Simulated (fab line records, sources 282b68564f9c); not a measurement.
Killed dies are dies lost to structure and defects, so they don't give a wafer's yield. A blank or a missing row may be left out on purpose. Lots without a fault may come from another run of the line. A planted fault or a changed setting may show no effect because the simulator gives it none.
A struck lot beside a sound one | flow rit_cmos | 34 steps out of a route of 202
Sound: wafers L520.2, L520.3, L520.4. Struck: wafers L526.2, L526.4, L526.5. The cause comes at the end.
At each step with rows: each side's tool, then ch and its chambers, then its first start. Under that, the readings that differ: sound wafers | struck wafers | difference of the means | sigmas: that difference in standard deviations of wafers without a fault.
alike: readings whose means differ by less than 2 such deviations, and words and numbers that are the same on both sides. not compared: withheld readings, readings that some wafer has no value for, bounds like >300 that may hide the same value, and numbers for which the record gives no deviation and whose values overlap.
The two part at a step that has a row with sigmas, a row that says differs or no value, or rows on one side only. Numbers that don't overlap but have no deviation are shown without sigmas and don't part them. A reading that every wafer of one side lacks parts them only if that side has two wafers or more.

first, 3 steps without rows for these wafers: RIT_PWELL_EXPOSE_03 (exposes mask M3, target cd 43700 nm); RIT_PWELL_PEB_04; RIT_PWELL_DEVELOP_05 (develop time 68 s).
RIT_PWELL_OVL_MEAS_06:
  sound on overlay-02, day 4 05:29; struck on overlay-01, day 5 10:59
  alike: PWELL_OVL
then, 2 steps without rows for these wafers: RIT_PWELL_HARDBAKE_07 (time 120 s); RIT_PWELL_IMPLANT_08.
RIT_PWELL_STRIP_09: strips in O2, time 180 s.
  sound on plasma_asher-02 ch 0,1, day 4 05:55; struck on plasma_asher-02 ch 0, day 5 11:25
  alike: chamber_pressure_mTorr, drypump_motor_current_A
  not compared: rf_hours_counter_h
RIT_PWELL_TW_MEAS_10:
  sound on film_metro-04, day 4 06:05; struck on film_metro-01, day 5 11:36
  alike: PWELL_TW
then, 1 step without rows for these wafers: RIT_WELLDRIVE_ANNEAL_00 (time 14700 s).
RIT_WELLDRIVE_RS_MEAS_01: measures by four-point-probe.
  sound on film_metro-01, day 4 11:19; struck on film_metro-02, day 5 16:46
  alike: NWELL_RS
RIT_WELLDRIVE_RS_MEAS_02: measures by four-point-probe.
  sound on film_metro-01, day 4 11:26; struck on film_metro-02, day 5 16:53
  alike: PWELL_RS
then, 1 step without rows for these wafers: RIT_NRETRO_HMDS_00 (prime time 60 s).
RIT_NRETRO_COAT_01: resist thk 1300 nm.
  sound on litho_track-02 ch 0, day 4 11:43; struck on litho_track-02, day 5 17:09
  no value came back on the struck wafers for chill_plate_temp_C (C), dispense_pressure_kPa (kPa); on the sound wafers chill_plate_temp_C (C) reads 22.94 23.04 23.14
then, 4 steps without rows for these wafers: RIT_NRETRO_SOFTBAKE_02 (time 60 s); RIT_NRETRO_EXPOSE_03 (exposes mask M4, target cd 43900 nm); RIT_NRETRO_PEB_04; RIT_NRETRO_DEVELOP_05 (develop time 68 s).
RIT_NRETRO_OVL_MEAS_06:
  sound on overlay-01, day 4 12:33; struck on overlay-02, day 5 17:59
  reading         | sound          | struck | difference                    | sigmas
  NRETRO_OVL (nm) | -0.9 -0.8 -2.2 | - - -  | no value on the struck wafers |
then, 2 steps without rows for these wafers: RIT_NRETRO_HARDBAKE_07 (time 120 s); RIT_NRETRO_IMPLANT_08.
RIT_NRETRO_STRIP_09: strips in O2, time 180 s.
  sound on plasma_asher-03 ch 0,1, day 4 12:59; struck on plasma_asher-04 ch 0,1, day 5 18:25
  alike: chamber_pressure_mTorr, drypump_motor_current_A
  not compared: rf_hours_counter_h
RIT_NRETRO_TW_MEAS_10:
  sound on film_metro-03, day 4 13:10; struck on film_metro-02, day 5 18:36
  alike: NRETRO_TW
then, 6 steps without rows for these wafers: RIT_PRETRO_HMDS_00 (prime time 60 s); RIT_PRETRO_COAT_01 (resist thk 1300 nm); RIT_PRETRO_SOFTBAKE_02 (time 60 s); RIT_PRETRO_EXPOSE_03 (exposes mask M5, target cd 43700 nm); RIT_PRETRO_PEB_04; RIT_PRETRO_DEVELOP_05 (develop time 68 s).
RIT_PRETRO_OVL_MEAS_06:
  sound on overlay-01, day 4 14:13; struck on overlay-02, day 5 19:32
  alike: PRETRO_OVL
then, 2 steps without rows for these wafers: RIT_PRETRO_HARDBAKE_07 (time 120 s); RIT_PRETRO_IMPLANT_08.
RIT_PRETRO_STRIP_09: strips in O2, time 180 s.
  sound on plasma_asher-04 ch 0,1, day 4 14:39; struck on plasma_asher-04 ch 0,1, day 5 19:58
  alike: chamber_pressure_mTorr, drypump_motor_current_A
  not compared: rf_hours_counter_h
RIT_PRETRO_TW_MEAS_10:
  sound on film_metro-01, day 4 14:50; struck on film_metro-03, day 5 20:09
  reading   | sound       | struck         | difference | sigmas
  PRETRO_TW | 487 484 485 | 1072 1065 1065 | +582       | +87
then, 1 step without rows for these wafers: RIT_GATE_WET_ETCH_00 (etches SiO2 in BOE, target depth 56 nm, time 60 s).

WHERE THEY PART
First at RIT_NRETRO_COAT_01; last, within this record, at RIT_PRETRO_TW_MEAS_10.

WHY: what the simulator had put in
Skipped step whole: litho_track-02, from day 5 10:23 on, at RIT_NRETRO_COAT_01. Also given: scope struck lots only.
